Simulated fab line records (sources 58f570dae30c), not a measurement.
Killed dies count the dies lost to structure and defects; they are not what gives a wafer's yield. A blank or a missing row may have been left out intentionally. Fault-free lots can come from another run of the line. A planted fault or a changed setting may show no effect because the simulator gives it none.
Comparing a struck lot with a sound one | flow berkeley_cmos170 | 16 out of 331 route steps
Sound: the wafers L151.1, L151.3, L151.4. Struck: wafer L164.1. (L164.3, L164.5 of the same lot were not struck and are left out.) The cause comes at the end.
Order at every step that has rows: each side's tool, ch and its chambers, its first start. Under that, the readings that differ: sound wafers | struck wafers | difference of the means | sigmas: that difference in standard deviations of wafers without a fault.
alike: readings with means less than 2 such deviations apart, plus words and numbers identical on both sides. not compared: withheld readings, readings lacking a value on some wafer, bounds such as >300 that could conceal the same value, and numbers that have no deviation in the record and whose values overlap.
The two part at a step that has a row with sigmas, a row that says differs or no value, or rows on one side only. Numbers that don't overlap but have no deviation are shown without sigmas and don't part them. Lack of a reading on every wafer of one side parts them only where that side has two or more wafers.

UCB170_M2_SOFTBAKE_06: time 61.63 s.
  sound on litho_track-03 ch 0, day 9 08:03; struck on litho_track-03 ch 0, day 11 16:38
  alike: exhaust_pa, plate_sensor_t_centre_C, plate_sensor_t_edge_C
UCB170_M2_STRIP_07: strips in O2.
  sound on plasma_asher-01 ch 0,1, day 9 08:12; struck on plasma_asher-04 ch 1, day 11 16:47
  alike: drypump_motor_current_A, oes_product_au, strip_time_to_endpoint_s
  not compared: rf_hours_counter_h
then, 7 steps without rows for these wafers: UCB170_M2_STRIP_08 (strips KrF in DMSO, time 600 s); UCB170_M2_COAT_09; UCB170_M2_COAT_10 (resist thk 900 nm); UCB170_M2_SOFTBAKE_11 (time 60 s); UCB170_M2_EXPOSE_12 (exposes mask METAL2, target cd 700 nm); UCB170_M2_PEB_13; UCB170_M2_DEVELOP_14 (develop time 45 s).
UCB170_M2_CD_MEAS_15: the cd target is 700 nm.
  sound: cd_sem-02 at day 9 11:06; struck: cd_sem-02 at day 11 18:23
  alike: cd_nm
UCB170_M2_OVL_MEAS_16:
  sound: overlay-01 at day 9 11:13; struck: overlay-02 at day 11 18:30
  alike: M2_OVL
UCB170_M2_ETCH_17: etches BARC in N2/H2.
  sound on rie_diel-04 ch 0,2,3, day 9 11:16; struck on rie_diel-03 ch 1, day 11 18:32
  alike: bias_w, drypump_motor_current_A, oes_product_au, throttle_valve_pct
UCB170_M2_METAL_ETCH_18: etches Al in Cl2/BCl3, stops on SiO2, target depth 1170 nm, time 195 s.
  sound on rie_metal-01 ch 0,1, day 9 11:18; struck on rie_metal-03 ch 0, day 11 18:34
  reading                             | sound             | struck | difference | sigmas
  oes_product_au (a.u.)               | 0.856 0.858 0.850 | 0.968  | +0.113     | +10
  run_length_s (s)                    | 222.9 223.0 223.4 | 158.1  | -65.0      | -99 or more
  model.KrF_of_M2_COAT_10.thk_nm (nm) | 199.4 201.7 179   | 456.6  | +263.2     |
  model.M2.feature_depth_nm (nm)      | 956.8 959.9 971   | 744.1  | -218.5     |
  model.etch.depth_nm (nm)            | 899.1 902.5 912.3 | 744.1  | -160.5     |
  alike: drypump_motor_current_A, throttle_valve_pct
  not compared: bias_w, rf_hours_counter_h
UCB170_M2_STRIP_19: strips in O2.
  sound on plasma_asher-01 ch 0,1, day 9 11:29; struck on plasma_asher-02 ch 0, day 11 18:46
  reading                     | sound             | struck | difference | sigmas
  drypump_motor_current_A (A) | 5.9 5.5 5.9       | 4.8    | -1.0       | -2
  oes_product_au (a.u.)       | 0.535 0.539 0.514 | 0.714  | +0.185     | +8
  not compared: rf_hours_counter_h
UCB170_M2_CD_MEAS_90: the cd target is 700 nm.
  sound: cd_sem-02 at day 9 11:35; struck: cd_sem-01 at day 11 18:52
  reading    | sound       | struck | difference | sigmas
  cd_nm (nm) | 700 699 703 | 723    | +22        | +5
UCB170_V2_CVD_00: deposits SiO2 from TEOS/O2, target thk 2000 nm, time 250 s.
  the record has rows for the sound wafers here (pecvd-01 ch 0,2, day 9 11:43) and none for the struck ones

## WHERE THEY PART
Last at UCB170_V2_CVD_00 as far as this record goes, first at UCB170_M2_METAL_ETCH_18.

WHY: the cause the simulator had injected
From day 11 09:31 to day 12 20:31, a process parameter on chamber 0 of rie_metal-03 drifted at UCB170_M2_METAL_ETCH_18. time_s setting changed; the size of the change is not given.
